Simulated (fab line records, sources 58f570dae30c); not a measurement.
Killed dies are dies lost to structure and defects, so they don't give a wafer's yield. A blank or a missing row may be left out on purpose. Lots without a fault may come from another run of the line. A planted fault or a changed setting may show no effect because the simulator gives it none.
One fault seen from 2 desks | flow berkeley_cmos170 | each desk has only its own numbers; what lay behind them comes last

THE TOOL OWNER'S DESK: furnace-04
The tool's own readings at UCB170_GATE_OXIDATION_01 (target thk 6.6 nm, ox time 1800 s): means of the sampled wafers that have a number, for each lot that ran on this tool. A lot is out of limits, marked OUT, if its mean lies more than 4 standard deviations from the usual mean; the brackets give that distance.
Columns: A = spike_tc_centre_C at UCB170_GATE_OXIDATION_01, usual 852.4 C; B = zone_power_centre_pct at UCB170_GATE_OXIDATION_01, usual 35.4 %
lot  | first seen here | A               | B
L447 | day 6 07:59     | 851.7           | 33.6
L448 | day 6 07:59     | 852.6           | 34.1
L449 | day 6 20:55     | 878.8 (+17) OUT | 43.4 (+4.0) OUT
L450 | day 6 20:55     | 879.0 (+17) OUT | 43.5 (+4.1) OUT
L451 | day 6 20:55     | 878.5 (+16) OUT | 43.6 (+4.1) OUT
L452 | day 6 20:55     | 879.7 (+17) OUT | 43.8 (+4.2) OUT
L469 | day 10 19:01    | 851.0           | 34.0
L470 | day 10 23:21    | 850.6           | 33.9
This desk's finding: out of limits on L449, L450, L451, L452; first on L449, day 6 20:55 (spike_tc_centre_C at UCB170_GATE_OXIDATION_01). In limits: L447, L448, L469, L470.

THE METROLOGY DESK
What the gauges read, lot by lot, whatever tool the lot ran on: means of the sampled wafers that have a number. A lot is out of limits, marked OUT, if its mean lies more than 4 standard deviations from the usual mean; the brackets give that distance.
Columns: A = NWELL_NITRIDE_THK at UCB170_NWELL_THK_MEAS_05, usual 224.2 nm; B = GATE_OXIDE_THK at UCB170_GATE_THK_MEAS_02, usual 6.56 nm
lot  | first seen here | A     | B
L447 | day 2 08:36     | 222.4 | 6.40
L448 | day 2 13:28     | 221.4 | 6.62
L449 | day 2 17:17     | 222.2 | 7.31 (+5.8) OUT
L450 | day 2 22:20     | 222.9 | 8.12 (+12) OUT
L451 | day 2 22:20     | 224.0 | 8.06 (+12) OUT
L452 | day 3 02:06     | 226.0 | 7.06
L463 | day 5 18:19     | 222.8 | 6.52
L465 | day 6 04:25     | 225.2 | 6.61
L466 | day 6 12:51     | 224.6 | 6.59
L467 | day 6 12:52     | 221.9 | 6.64
L468 | day 6 22:45     | 223.9 | 6.72
L469 | day 6 22:49     | 223.5 | 6.46
L470 | day 7 07:59     | 225.4 | 6.44
This desk's finding: out of limits on L449, L450, L451; first on L450, day 6 22:25 (GATE_OXIDE_THK at UCB170_GATE_THK_MEAS_02). In limits: L447, L448, L452, L463, L465, L466, L467, L468, L469, L470.

PUT TOGETHER
The tool owner's desk could have raised an alarm at day 6 20:55, on L449, L450, L451, L452.
The metrology desk could have raised an alarm at day 6 22:25, on L449, L450, L451.
The metrology desk has L452 on record, within its limits.
Of the lots named, all ran UCB170_GATE_OXIDATION_01 on furnace-04.

WHAT THE SIMULATOR HAD PUT IN
Process parameter drift: furnace-04, from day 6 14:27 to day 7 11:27, at UCB170_GATE_OXIDATION_01. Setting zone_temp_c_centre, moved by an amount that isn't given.
Lots struck among those shown: L449, L450, L451, L452.
Hours from the fault's start to each desk's first reading out of limits: the tool owner's desk, 6; the metrology desk, 8.
